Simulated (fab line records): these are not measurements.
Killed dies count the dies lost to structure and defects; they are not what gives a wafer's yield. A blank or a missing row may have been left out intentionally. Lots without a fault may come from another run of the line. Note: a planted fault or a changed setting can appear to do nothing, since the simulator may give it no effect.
fab line records / flow rit-cmos
[record] lots = 13 wafers = 39 last-day = 7
route steps=202 shown SILICIDE@162 M1@202
lots that met no fault: taken from a fault-free run of the same line
start-h: hours from the record's opening day to when the first of the lot's shown wafers began / wait-h: hours elapsed since this lot's preceding step / " unchanged from the row above / L1.1+2: a row that stands for several wafers / - either no value or no given start / * or withheld: withheld / < > ~ a bound
route shown NAME@n: NAME is a module with steps in the file, n the number in the route of the first one / usual: mean and standard deviation over wafers with no fault / same: alike in all rows / chamber/n: place in a boat / sites: readings site by site / _std_site: how widely they spread, as a standard deviation / _edge_site: the outer-site mean with the inner-site mean subtracted / radius-mm: how far each site lies from the wafer's centre / mask NAME#n: copy n / behind: the last tool/chamber to shape the wafer / hold: reason for holding the lot/hours on hold/outcome of the hold / device: the n, p or np transistor that did not switch / end of line: the route-end tests of the same wafers / a step without rows: its recipe alone / killed: dies that structure and defects cost at the first sort, which is not the same as the wafer's yield / map: the dies of a wafer, with x for killed, . for not killed, _ for no die there
set.NAME: the setting that was run; set.NAME@STEP: the one run at that earlier step / model.NAME: the simulator's own value behind a step, which no gauge read
steps of the route over a sample of lots; a table a step, a row a wafer
services: the hour from which a tool's chamber was out of use, counted from the record's first day as start-h (under 0 if before that day), plus the number of hours and why
[[steps]]
[step RIT_SILICIDE_SPUTTER_01]
[recipe] material = Ti target-thk-nm = 30 power-w = 350 chamber-pressure-pa = 0.667 gas = Ar time-s = 240 substrate-temp-c = 25
[usual] throttle-valve-pct = 29.9/1.2
lot.wafer=L792.1 tool=pvd-sputter-03 chamber=- start-h=60.53 wait-h=0.0 throttle-valve-pct=32.0
lot.wafer=L792.3 tool=pvd-sputter-03 chamber=- start-h=60.53 wait-h=0.0 throttle-valve-pct=30.5
lot.wafer=L792.5 tool=pvd-sputter-03 chamber=- start-h=60.53 wait-h=0.0 throttle-valve-pct=32.1
lot.wafer=L793.1 tool=pvd-sputter-04 chamber=- start-h=70.65 wait-h=0.0 throttle-valve-pct=29.6
lot.wafer=L793.4 tool=pvd-sputter-04 chamber=- start-h=70.65 wait-h=0.0 throttle-valve-pct=28.1
lot.wafer=L793.5 tool=pvd-sputter-04 chamber=- start-h=70.65 wait-h=0.0 throttle-valve-pct=29.3
lot.wafer=L795.1 tool=pvd-sputter-04 chamber=- start-h=79.75 wait-h=0.0 throttle-valve-pct=29.2
lot.wafer=L795.2 tool=pvd-sputter-04 chamber=- start-h=79.75 wait-h=0.0 throttle-valve-pct=28.5
lot.wafer=L795.6 tool=pvd-sputter-04 chamber=- start-h=79.75 wait-h=0.0 throttle-valve-pct=28.4
lot.wafer=L796.1 tool=pvd-sputter-01 chamber=- start-h=84.81 wait-h=0.0 throttle-valve-pct=29.1
lot.wafer=L796.3 tool=pvd-sputter-01 chamber=- start-h=84.81 wait-h=0.0 throttle-valve-pct=32.2
lot.wafer=L796.4 tool=pvd-sputter-01 chamber=- start-h=84.81 wait-h=0.0 throttle-valve-pct=30.6
lot.wafer=L798.1 tool=pvd-sputter-01 chamber=- start-h=97.57 wait-h=0.0 throttle-valve-pct=30.7
lot.wafer=L798.2 tool=pvd-sputter-01 chamber=- start-h=97.57 wait-h=0.0 throttle-valve-pct=30.9
lot.wafer=L798.3 tool=pvd-sputter-01 chamber=- start-h=97.57 wait-h=0.0 throttle-valve-pct=29.4
lot.wafer=L799.2 tool=pvd-sputter-03 chamber=- start-h=100.32 wait-h=0.0 throttle-valve-pct=31.4
lot.wafer=L799.4 tool=pvd-sputter-03 chamber=- start-h=100.32 wait-h=0.0 throttle-valve-pct=30.4
lot.wafer=L799.5 tool=pvd-sputter-03 chamber=- start-h=100.32 wait-h=0.0 throttle-valve-pct=30.3
lot.wafer=L805.1 tool=pvd-sputter-04 chamber=- start-h=127.78 wait-h=0.0 throttle-valve-pct=29.2
lot.wafer=L805.2 tool=pvd-sputter-04 chamber=- start-h=127.78 wait-h=0.0 throttle-valve-pct=29.1
lot.wafer=L805.5 tool=pvd-sputter-04 chamber=- start-h=127.78 wait-h=0.0 throttle-valve-pct=29.0
lot.wafer=L806.2 tool=pvd-sputter-03 chamber=- start-h=130.36 wait-h=0.0 throttle-valve-pct=29.4
lot.wafer=L806.3 tool=pvd-sputter-03 chamber=- start-h=130.36 wait-h=0.0 throttle-valve-pct=30.3
lot.wafer=L806.5 tool=pvd-sputter-03 chamber=- start-h=130.36 wait-h=0.0 throttle-valve-pct=32.0
lot.wafer=L807.2 tool=pvd-sputter-01 chamber=- start-h=133.10 wait-h=0.0 throttle-valve-pct=30.6
lot.wafer=L807.3 tool=pvd-sputter-01 chamber=- start-h=133.10 wait-h=0.0 throttle-valve-pct=32.5
lot.wafer=L807.5 tool=pvd-sputter-01 chamber=- start-h=133.10 wait-h=0.0 throttle-valve-pct=30.8
lot.wafer=L811.2 tool=pvd-sputter-03 chamber=- start-h=154.80 wait-h=0.0 throttle-valve-pct=31.9
lot.wafer=L811.3 tool=pvd-sputter-03 chamber=- start-h=154.80 wait-h=0.0 throttle-valve-pct=29.4
lot.wafer=L811.6 tool=pvd-sputter-03 chamber=- start-h=154.80 wait-h=0.0 throttle-valve-pct=30.1
lot.wafer=L812.1 tool=pvd-sputter-04 chamber=- start-h=159.55 wait-h=0.0 throttle-valve-pct=28.3
lot.wafer=L812.2 tool=pvd-sputter-04 chamber=- start-h=159.55 wait-h=0.0 throttle-valve-pct=29.0
lot.wafer=L812.4 tool=pvd-sputter-04 chamber=- start-h=159.55 wait-h=0.0 throttle-valve-pct=29.0
lot.wafer=L813.1 tool=pvd-sputter-01 chamber=- start-h=161.73 wait-h=0.0 throttle-valve-pct=29.3
lot.wafer=L813.3 tool=pvd-sputter-01 chamber=- start-h=161.73 wait-h=0.0 throttle-valve-pct=32.4
lot.wafer=L813.6 tool=pvd-sputter-01 chamber=- start-h=161.73 wait-h=0.0 throttle-valve-pct=32.4
lot.wafer=L814.2 tool=pvd-sputter-04 chamber=- start-h=166.95 wait-h=0.0 throttle-valve-pct=29.2
lot.wafer=L814.4 tool=pvd-sputter-04 chamber=- start-h=166.95 wait-h=0.0 throttle-valve-pct=28.2
lot.wafer=L814.5 tool=pvd-sputter-04 chamber=- start-h=166.95 wait-h=0.0 throttle-valve-pct=28.5
[step RIT_M1_PROBE_99]
[usual] killed-at-contacts = 0.1/0.36 killed-at-front-end = 7/3.1 killed-dies = 7/3.1 killed-on-rim = 1.9/1.4 killed-open = 3.6/2.1 killed-short = 3.2/1.9
[same] gross-dies = 264 killed_at_M0_to_M3 = 0 killed_at_M4_up = 0 killed-at-back-side = 0 killed-at-other = 0
lot.wafer=L811.2 tool=prober-01 chamber=- start-h=161.76 wait-h=0.1 killed-at-contacts=0 killed-at-front-end=26 killed-dies=26 killed-on-rim=12 killed-open=4 killed-short=5
lot.wafer=L811.3 tool=prober-01 chamber=- start-h=161.81 wait-h=0.2 killed-at-contacts=0 killed-at-front-end=7 killed-dies=7 killed-on-rim=3 killed-open=2 killed-short=5
lot.wafer=L811.6 tool=prober-01 chamber=- start-h=161.96 wait-h=0.2 killed-at-contacts=0 killed-at-front-end=6 killed-dies=6 killed-on-rim=2 killed-open=4 killed-short=2
// killed by level:class
L811.2 SILICIDE:unspecified=17 SILICIDE:geometric-particle:short=3 FOX1:geometric-particle:open=1 GATE:geometric-particle:open=1 GATE:geometric-particle:short=1 SPACER:geometric-particle:open=1 SPACER:geometric-particle:short=1 SILICIDE:geometric-particle:open=1
L811.3 GATE:geometric-particle:short=2 SILICIDE:geometric-particle:short=2 GATE:geometric-particle:open=1 SPACER:geometric-particle:short=1 SILICIDE:geometric-particle:open=1
L811.6 REOX:geometric-particle:open=2 FOX2:geometric-particle:open=1 GATE:geometric-particle:open=1 REOX:geometric-particle:short=1 SPACER:geometric-particle:short=1
[[services]]
tool=pvd-sputter-04 chamber=- start-h=85.20 hours=2.1 kind=repair
tool=pvd-sputter-01 chamber=- start-h=119.25 hours=3.4 kind=repair
tool=pvd-sputter-04 chamber=- start-h=153.82 hours=2.3 kind=repair
[[key]]
[first-sign] step = RIT_M1_PROBE_99 reading = killed-dies direction = up sigmas = 6.3 usual = 7 struck = 26
[effect] step = RIT_M1_PROBE_99 reading = killed-at-front-end direction = up sigmas = 6.2 usual = 7 struck = 26
met-at RIT_SILICIDE_SPUTTER_01
struck-lots L811
struck-wafers L811.2
tester-left-out L811
onset-between 130.36 154.80
[fault] kind = chamber-particle-source tool = pvd-sputter-03 chamber = - onset-h = 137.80 steps = RIT_SILICIDE_SPUTTER_01 rate-per-visit-cm2 = 1.3541 end-h = 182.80 scope = struck-wafers-only
// tester-left-out: of these lots the tester's yield and bins aren't shown, on N5 and GAA mostly nor the transistor test; their killed dies are dies lost to structure and defects alone, not to doping, threshold or leakage, so they don't give the yield
